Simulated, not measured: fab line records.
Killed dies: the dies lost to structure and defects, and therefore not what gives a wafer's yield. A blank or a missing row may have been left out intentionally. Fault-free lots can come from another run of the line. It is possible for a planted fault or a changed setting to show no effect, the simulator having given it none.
A lot that was struck, set against a sound lot | flow berkeley cmos170 | 44 steps out of a route of 331
Sound: the wafers L567.1, L567.3, L567.4. Wafers struck: L578.1, L578.3, L578.6. At the end, the cause is stated.
For every step that has rows: the tool of each side, followed by ch and its chambers, followed by its first start. Under that, the readings that differ: sound wafers | struck wafers | difference of the means | sigmas: that difference in standard deviations of wafers without a fault.
alike: readings whose means differ by less than 2 such deviations, and words and numbers that are the same on both sides. not compared: withheld readings, readings that some wafer has no value for, bounds like >300 that may hide the same value, and numbers for which the record gives no deviation and whose values overlap.
A row with sigmas, a row that says differs or no value, or rows on one side alone: a step with any of these is where the two part. Non-overlapping numbers with no deviation appear without sigmas and do not part them. A reading missing from all wafers of one side parts the sides only when that side holds two or more wafers.

UCB170_GATE_ETCH_15: etches poly-Si in HBr/Cl2, stops on SiO2, time 56.3 s, target depth 278.2 nm.
  sound on rie si-01 ch 0,1,2, day 5 09:08; struck on rie si-01 ch 0,2,3, day 8 18:36
  alike: drypump motor current A, oes product au, throttle valve pct
  not compared: rf hours counter h
UCB170_GATE_STRIP_16: strips in O2.
  sound on plasma asher-01 ch 0,1, day 5 09:11; struck on plasma asher-02 ch 1, day 8 18:39
  alike: drypump motor current A, oes product au
  not compared: rf hours counter h
UCB170_GATE_CD_MEAS_90 targets a cd of 350 nm.
  sound on cd sem-01, day 5 09:17; struck on cd sem-02, day 8 18:45
  alike: cd nm
then, 7 steps without rows for these wafers: UCB170_GATE_CLEAN_17 (cleans in SPM, time 600 s); UCB170_PLDD_HMDS_00 (prime time 60 s); UCB170_PLDD_COAT_01 (resist thk 900 nm); UCB170_PLDD_SOFTBAKE_02 (time 60 s); UCB170_PLDD_EXPOSE_03 (exposes mask PSELECT, target cd 1200 nm); UCB170_PLDD_PEB_04; UCB170_PLDD_DEVELOP_05 (develop time 45 s).
UCB170_PLDD_CD_MEAS_06 targets a cd of 1200 nm.
  sound on cd sem-02, day 5 10:43; struck on cd sem-01, day 8 20:13
  alike: cd nm
UCB170_PLDD_OVL_MEAS_07:
  sound on overlay-01, day 5 10:50; struck on overlay-02, day 8 20:22
  alike: PLDD_OVL
UCB170_PLDD_IMPLANT_08:
  sound on implanter-03 ch 0, day 5 10:53; struck on implanter-02 ch 0, day 8 20:24
  reading            | sound                         | struck                        | difference | sigmas
  dose ions cm2      | 4.999e+13 4.998e+13 5.009e+13 | 5.315e+13 5.309e+13 5.308e+13 | +3.087e+12 | +62
  faraday current uA | 152 153 163                   | 165 168 160                   | +8         | +3
after that, 1 step had no rows for these wafers: UCB170_PLDD_IMPLANT_09.
UCB170_PLDD_STRIP_10: strips in O2.
  sound on plasma asher-04 ch 0,1, day 5 11:11; struck on plasma asher-04 ch 1, day 8 20:42
  alike: drypump motor current A, oes product au, strip time to endpoint s
  not compared: rf hours counter h
UCB170_PLDD_TW_MEAS_11:
  sound on film metro-01, day 5 11:17; struck on film metro-01, day 8 20:48
  alike: PLDD_TW
then, 7 steps without rows for these wafers: UCB170_PLDD_CLEAN_12 (cleans in SPM, time 600 s); UCB170_NLDD_HMDS_00 (prime time 60 s); UCB170_NLDD_COAT_01 (resist thk 900 nm); UCB170_NLDD_SOFTBAKE_02 (time 60 s); UCB170_NLDD_EXPOSE_03 (exposes mask NSELECT, target cd 1200 nm); UCB170_NLDD_PEB_04; UCB170_NLDD_DEVELOP_05 (develop time 45 s).
UCB170_NLDD_CD_MEAS_06 targets a cd of 1200 nm.
  sound on cd sem-02, day 5 13:16; struck on cd sem-02, day 8 22:02
  reading    | sound                | struck               | difference | sigmas
  cd nm (nm) | 1199.9 1202.3 1201.5 | 1197.5 1198.9 1199.9 | -2.5       | -2
UCB170_NLDD_OVL_MEAS_07:
  sound on overlay-01, day 5 13:23; struck on overlay-02, day 8 22:10
  alike: NLDD_OVL
then, 2 steps without rows for these wafers: UCB170_NLDD_IMPLANT_08; UCB170_NLDD_IMPLANT_09.
UCB170_NLDD_STRIP_10: strips in O2.
  sound on plasma asher-02 ch 0,1, day 5 13:47; struck on plasma asher-03 ch 0,1, day 8 22:29
  alike: drypump motor current A, oes product au, strip time to endpoint s
  not compared: rf hours counter h
UCB170_NLDD_TW_MEAS_11:
  sound on film metro-01, day 5 13:53; struck on film metro-01, day 8 22:35
  alike: NLDD_TW
then, 1 step without rows for these wafers: UCB170_NLDD_CLEAN_12 (cleans in SPM, time 600 s).
UCB170_SPACER_CVD_00: deposits SiO2 from TEOS/O2, target thk 376 nm, time 47 s.
  sound on pecvd-02 ch 1,2, day 5 14:08; struck on pecvd-01 ch 0,1,2, day 8 23:57
  alike: heater power w
UCB170_SPACER_THK_MEAS_01:
  sound on film metro-03, day 5 14:10; struck on film metro-03, day 9 00:00
  alike: SPACER_TEOS_THK
then, 8 steps without rows for these wafers: UCB170_SPACER_ANNEAL_02 (time 1800 s); UCB170_SPACER_ETCHBACK_03 (etches SiO2 in CHF3/CF4/Ar, stops on Si, target depth 376 nm, time 100 s); UCB170_PSD_HMDS_00 (prime time 60 s); UCB170_PSD_COAT_01 (resist thk 900 nm); UCB170_PSD_SOFTBAKE_02 (time 60 s); UCB170_PSD_EXPOSE_03 (exposes mask PSELECT MOD, target cd 1200 nm); UCB170_PSD_PEB_04; UCB170_PSD_DEVELOP_05 (develop time 45 s).
UCB170_PSD_CD_MEAS_06 targets a cd of 1200 nm.
  sound on cd sem-02, day 5 20:24; struck on cd sem-01, day 9 04:01
  alike: cd nm
UCB170_PSD_OVL_MEAS_07:
  sound on overlay-01, day 5 20:31; struck on overlay-02, day 9 04:08
  alike: PSD_OVL
UCB170_SDANNEAL_RS_MEAS_04: measurement is done with a four-point probe.
  sound on film metro-02, day 5 23:55; struck on film metro-02, day 9 08:20
  reading          | sound                | struck               | difference | sigmas
  PLDD_RS (ohm/sq) | 1037.6 1036.9 1032.6 | 1006.6 1008.6 1004.5 | -29.1      | -12
UCB170_M3_PROBE_99:
  the record holds rows for the sound wafers here (prober-01, day 7 05:29) but none for the struck ones

## WHERE THEY PART
Earliest at UCB170_PLDD_IMPLANT_08; latest, in this record, at UCB170_M3_PROBE_99.

WHY: the cause the simulator had injected
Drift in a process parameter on implanter-02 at UCB170_PLDD_IMPLANT_08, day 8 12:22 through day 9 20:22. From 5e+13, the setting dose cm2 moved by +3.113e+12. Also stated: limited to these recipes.
